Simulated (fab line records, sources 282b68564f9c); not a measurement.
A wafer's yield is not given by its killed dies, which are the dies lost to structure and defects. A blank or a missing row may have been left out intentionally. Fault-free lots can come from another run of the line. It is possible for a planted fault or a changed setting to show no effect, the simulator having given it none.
One fault seen from 2 desks / flow rit-cmos / each desk holds nothing but its own numbers, with what lay behind them at the end

## TOOL OWNER'S DESK, implanter-03
The tool's own readings at RIT_PRETRO_IMPLANT_08: means of the sampled wafers that have a number, for each lot that ran on this tool. Marked OUT: a lot whose mean sits more than 4 standard deviations from the usual mean, which makes it out of limits; the brackets give that distance.
Columns: A = beam-energy-keV at RIT_PRETRO_IMPLANT_08, usual 44.997; B = tilt-deg at RIT_PRETRO_IMPLANT_08, usual 7.002 degrees
lot=L708; first seen here=day 2 07:43; A=45.012; B=7.013
lot=L709; first seen here=day 2 11:42; A=45.003; B=7.019
lot=L710; first seen here=day 2 17:01; A=29.252 (-99 or more) OUT; B=6.989
lot=L713; first seen here=day 3 09:33; A=29.231 (-99 or more) OUT; B=6.974
lot=L714; first seen here=day 3 15:22; A=29.247 (-99 or more) OUT; B=7.001
lot=L728; first seen here=day 6 11:45; A=45.025; B=6.975
This desk finds L710, L713, L714 out of limits, L710 being first, at day 2 17:01 (beam-energy-keV at RIT_PRETRO_IMPLANT_08). In limits: L708, L709, L728.

## METROLOGY DESK
What the gauges read for every lot (on any tool): the sampled wafers with a number, averaged. Marked OUT: a lot whose mean sits more than 4 standard deviations from the usual mean, which makes it out of limits; the brackets give that distance.
Columns: A = PRETRO_TW at RIT_PRETRO_TW_MEAS_10, usual 475
lot=L708; first seen here=day 2 08:00; A=472
lot=L709; first seen here=day 2 12:01; A=473
lot=L710; first seen here=day 2 17:19; A=449 (-5.7) OUT
lot=L711; first seen here=day 3 00:04; A=471
lot=L712; first seen here=day 3 05:23; A=481
lot=L713; first seen here=day 3 09:52; A=440 (-7.9) OUT
lot=L714; first seen here=day 3 15:40; A=448 (-5.9) OUT
lot=L721; first seen here=day 5 00:37; A=471
lot=L722; first seen here=day 5 05:29; A=474
lot=L723; first seen here=day 5 12:29; A=474
lot=L724; first seen here=day 5 17:38; A=471
lot=L727; first seen here=day 6 06:19; A=476
lot=L728; first seen here=day 6 12:05; A=476
lot=L729; first seen here=day 6 16:52; A=474
lot=L730; first seen here=day 6 21:00; A=472
Per this desk, out of limits: L710, L713, L714; the first was L710, day 2 17:19 (PRETRO_TW at RIT_PRETRO_TW_MEAS_10). In limits: L708, L709, L711, L712, L721, L722, L723, L724, L727, L728, L729, L730.

## BROUGHT TOGETHER
At day 2 17:01, on L710, L713, L714, the tool owner's desk was in a position to raise an alarm.
L710, L713, L714 would have let the metrology desk raise an alarm at day 2 17:19.
Of the lots named, all ran RIT_PRETRO_IMPLANT_08 on implanter-03.

## WHAT WAS PUT IN BY THE SIMULATOR
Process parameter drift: implanter-03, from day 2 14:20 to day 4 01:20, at RIT_PRETRO_IMPLANT_08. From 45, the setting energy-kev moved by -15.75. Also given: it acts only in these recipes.
Shown lots that were struck: L710, L713, L714.
Counting hours from when the fault started, the first reading out of limits came at 3 for the tool owner's desk and at 3 for the metrology desk.
